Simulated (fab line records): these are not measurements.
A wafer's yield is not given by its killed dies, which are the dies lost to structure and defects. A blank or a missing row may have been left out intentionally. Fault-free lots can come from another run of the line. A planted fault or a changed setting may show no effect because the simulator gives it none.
Which of the tools did it? / flow berkeley_cmos170 / 21 wafers sampled from 7 lots at 1 step of a route of 331

WHAT THE GAUGES READ, wafer by wafer
UCB170_START_BOW_MEAS_00.
lot=L979; measured=day 2 01:01; on=film_metro-01; INCOMING_BOW (um)=18 5 3
lot=L981; measured=day 2 11:00; on=film_metro-01; INCOMING_BOW (um)=-9 -2 6
lot=L983; measured=day 2 21:01; on=film_metro-04; INCOMING_BOW (um)=8 3 6
lot=L985; measured=day 3 07:01; on=film_metro-02; INCOMING_BOW (um)=8 -1 -2
lot=L991; measured=day 4 13:00; on=film_metro-04; INCOMING_BOW (um)=10 -10 1
lot=L994; measured=day 5 04:01; on=film_metro-04; INCOMING_BOW (um)=8 -2 5
lot=L996; measured=day 5 14:01; on=film_metro-02; INCOMING_BOW (um)=-12 -9 1

TOOL THAT RAN EACH LOT (tool first, then ch and the chambers of the sampled wafers, then the start)
The record shows no process step preceding these readings.

THE ANSWER, worked out from the rows above alone
Rule: the usual values come from the lots themselves. Put in order of their means at a reading, lots are off if they are a third of the lots or fewer, leave a main group of 4 or more, and stand apart from it by a gap of 3 or more times the standard deviation of the main group's means; of several such gaps the widest counts. A main group whose means are all the same, to the digits that the tables above print for the reading, isn't used. Also off: a lot with no number at a reading for which 4 or more lots have one. Where the step has rows for the other lots, those lots are counted as sound.
Across all readings shown, no lot is off: no conclusion can be drawn from this.

WHAT HAD BEEN PUT IN BY THE SIMULATOR
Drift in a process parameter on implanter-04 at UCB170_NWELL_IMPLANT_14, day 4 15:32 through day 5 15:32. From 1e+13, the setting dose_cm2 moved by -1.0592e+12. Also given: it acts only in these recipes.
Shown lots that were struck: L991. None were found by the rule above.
